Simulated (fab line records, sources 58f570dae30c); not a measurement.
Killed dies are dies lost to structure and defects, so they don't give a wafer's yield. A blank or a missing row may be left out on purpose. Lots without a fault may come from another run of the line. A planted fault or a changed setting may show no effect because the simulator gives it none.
Which tool did it? | flow berkeley_cmos170 | 14 lots, 42 wafers sampled, at 4 steps of a route of 331

WHAT THE GAUGES READ, wafer by wafer
UCB170_FIELD_THK_MEAS_02.
lot  | measured    | on            | FIELD_OXIDE_THK (nm)
L793 | day 4 21:14 | film_metro-01 | 558 546 550
L795 | day 5 02:47 | film_metro-02 | 540 542 547
L796 | day 5 11:19 | film_metro-02 | 658 663 653
L797 | day 5 11:19 | film_metro-03 | 659 664 660
L805 | day 7 04:20 | film_metro-01 | 553 573 558
L806 | day 7 11:24 | film_metro-01 | 558 559 562
L807 | day 7 11:24 | film_metro-03 | 558 559 571
L808 | day 7 11:24 | film_metro-02 | 570 564 563
L809 | day 7 21:26 | film_metro-02 | 553 554 556
L811 | day 8 08:42 | film_metro-02 | 554 560 558
L812 | day 8 17:20 | film_metro-03 | 563 559 567
L813 | day 8 17:20 | film_metro-01 | 570 582 583
L815 | day 8 23:58 | film_metro-03 | 557 547 555
L816 | day 9 00:00 | film_metro-01 | 562 552 547

UCB170_FIELD_THK_MEAS_90.
lot  | measured    | on            | FIELD_OXIDE_LEFT_1_THK (nm)
L793 | day 5 05:28 | film_metro-03 | 442 431 433
L795 | day 5 12:06 | film_metro-03 | 425 427 431
L796 | day 5 20:54 | film_metro-01 | 543 548 539
L797 | day 5 20:54 | film_metro-02 | 543 550 545
L805 | day 7 09:52 | film_metro-03 | 436 457 441
L806 | day 7 16:47 | film_metro-01 | 443 444 447
L807 | day 7 16:47 | film_metro-03 | 443 444 456
L808 | day 7 16:47 | film_metro-02 | 454 449 447
L809 | day 8 05:06 | film_metro-02 | 437 438 440
L811 | day 8 16:13 | film_metro-01 | 440 445 445
L812 | day 8 23:57 | film_metro-01 | 447 443 451
L813 | day 8 23:58 | film_metro-02 | 454 466 467
L815 | day 9 07:38 | film_metro-03 | 442 433 439
L816 | day 9 07:38 | film_metro-02 | 445 436 431

UCB170_FIELD_THK_MEAS_91.
lot  | measured     | on            | FIELD_OXIDE_LEFT_2_THK (nm)
L793 | day 5 23:22  | film_metro-01 | 354 343 345
L795 | day 6 08:38  | film_metro-01 | 337 338 344
L796 | day 6 19:36  | film_metro-02 | 455 461 451
L797 | day 6 19:58  | film_metro-02 | 454 461 457
L805 | day 8 01:05  | film_metro-02 | 349 370 354
L806 | day 8 13:29  | film_metro-03 | 354 355 358
L807 | day 8 12:40  | film_metro-02 | 354 355 367
L808 | day 8 13:13  | film_metro-01 | 365 360 358
L809 | day 8 23:23  | film_metro-01 | 349 350 353
L811 | day 9 05:22  | film_metro-01 | 351 357 355
L812 | day 9 16:04  | film_metro-03 | 359 356 363
L813 | day 9 16:19  | film_metro-02 | 366 377 379
L815 | day 10 01:54 | film_metro-03 | 353 344 350
L816 | day 10 02:04 | film_metro-02 | 357 348 343

WHICH TOOL RAN EACH LOT (tool, then ch and the chambers of the sampled wafers, then the start)
lot  | UCB170_FIELD_OXIDATION_01
L793 | furnace-03 ch 0, day 4 18:13
L795 | furnace-03 ch 0, day 4 23:47
L796 | furnace-03 ch 0, day 5 08:19
L797 | furnace-03 ch 0, day 5 08:19
L805 | furnace-01 ch 0, day 7 01:20
L806 | furnace-04 ch 0, day 7 08:24
L807 | furnace-04 ch 0, day 7 08:24
L808 | furnace-04 ch 0, day 7 08:24
L809 | furnace-04 ch 0, day 7 18:25
L811 | furnace-04 ch 0, day 8 05:41
L812 | furnace-01 ch 0, day 8 14:19
L813 | furnace-01 ch 0, day 8 14:19
L815 | furnace-04 ch 0, day 8 20:58
L816 | furnace-04 ch 0, day 8 20:58
- UCB170_FIELD_OXIDATION_01: target thk 558.3 nm, ox time 7200 s.

WHAT THE TOOLS THEMSELVES READ (means of the sampled wafers that have a number; where no wafer has one, the mark that the record gives instead)
UCB170_FIELD_OXIDATION_01.
lot  | tool       | spike_tc_centre_C (C) | spike_tc_load_C (C) | spike_tc_source_C (C) | tube_center_temp_C (C) | tube_center_temp_C_max
L793 | furnace-03 | 1002.9                | 1031.7              | 1028                  | 1000                   | 1002.4
L795 | furnace-03 | 1003.2                | 1030.6              | 1027                  | 1000                   | 1002.2
L796 | furnace-03 | 1034.9                | 1063.0              | 1060                  | 1032                   | 1034.8
L797 | furnace-03 | 1035.6                | 1063.7              | 1060                  | 1032                   | 1034.6
L805 | furnace-01 | 1003.7                | 1028.9              | 1020                  | 1000                   | 1002.5
L806 | furnace-04 | 1003.9                | 1028.7              | 1032                  | 1000                   | 1002.1
L807 | furnace-04 | 1003.4                | 1028.0              | 1032                  | 1000                   | 1002.9
L808 | furnace-04 | 1003.7                | 1028.7              | 1032                  | 1000                   | 1002.6
L809 | furnace-04 | 1002.7                | 1028.3              | 1032                  | 1000                   | 1002.8
L811 | furnace-04 | 1002.8                | 1027.6              | 1032                  | 1000                   | 1002.9
L812 | furnace-01 | 1003.3                | 1029.7              | 1021                  | 1000                   | 1002.8
L813 | furnace-01 | 1003.5                | 1030.2              | 1020                  | 1000                   | 1002.7
L815 | furnace-04 | 1003.3                | 1028.1              | 1032                  | 1000                   | 1002.6
L816 | furnace-04 | 1004.1                | 1027.6              | 1030                  | 1000                   | 1002.8

THE ANSWER, worked out from the rows above alone
Rule: what is usual is taken from the lots themselves. Put in order of their means at a reading, lots are off if they are a third of the lots or fewer, leave a main group of 4 or more, and stand apart from it by a gap of 3 or more times the standard deviation of the main group's means; of several such gaps the widest counts. A main group whose means are all the same, to the digits that the tables above print for the reading, isn't used. A lot without any number at a reading at which 4 lots or more have one is off too. The other lots that the step has rows for count as sound. The gauges are gone through in route order, then the tools' own readings, and for those a lot's mean is taken as printed above. The first step at which some lot is off is used, and at that step the reading that is off furthest; a lot without a number counts as furthest.
Off: L796, L797, at UCB170_FIELD_THK_MEAS_02 (FIELD_OXIDE_THK). The main group: mean 559 nm, standard deviation 8.4.
A tool fits if, at a process step before that reading, it ran every lot that is off, and no sound lot after the first of them. The gauges at UCB170_FIELD_THK_MEAS_02 aren't tried: what is off there is off at UCB170_FIELD_OXIDATION_01 too, on other tools, and a gauge's error can't cause that. One fits: furnace-03 at UCB170_FIELD_OXIDATION_01. Its last sound lot is L795 (day 4 23:47), its first lot that is off L796 (day 5 08:19): a fault that began between those two fits.
The tool's own readings at UCB170_FIELD_OXIDATION_01 bear it out: on the lots that are off they differ by more than 5 times the standard deviation of the sound lots' means. spike_tc_centre_C reads 1035.2 C there against 1003.4 C on the sound lots; spike_tc_load_C reads 1063.3 C there against 1029.0 C on the sound lots; spike_tc_source_C reads 1060 C there against 1028 C on the sound lots; tube_center_temp_C reads 1032 C there against 1000 C on the sound lots; tube_center_temp_C_max reads 1034.7 there against 1002.6 on the sound lots.

WHAT THE SIMULATOR HAD PUT IN
Process parameter drift: furnace-03, from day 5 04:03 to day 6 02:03, at UCB170_FIELD_OXIDATION_01. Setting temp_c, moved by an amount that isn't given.
Lots struck among those shown: L796, L797. The rule above found the same.
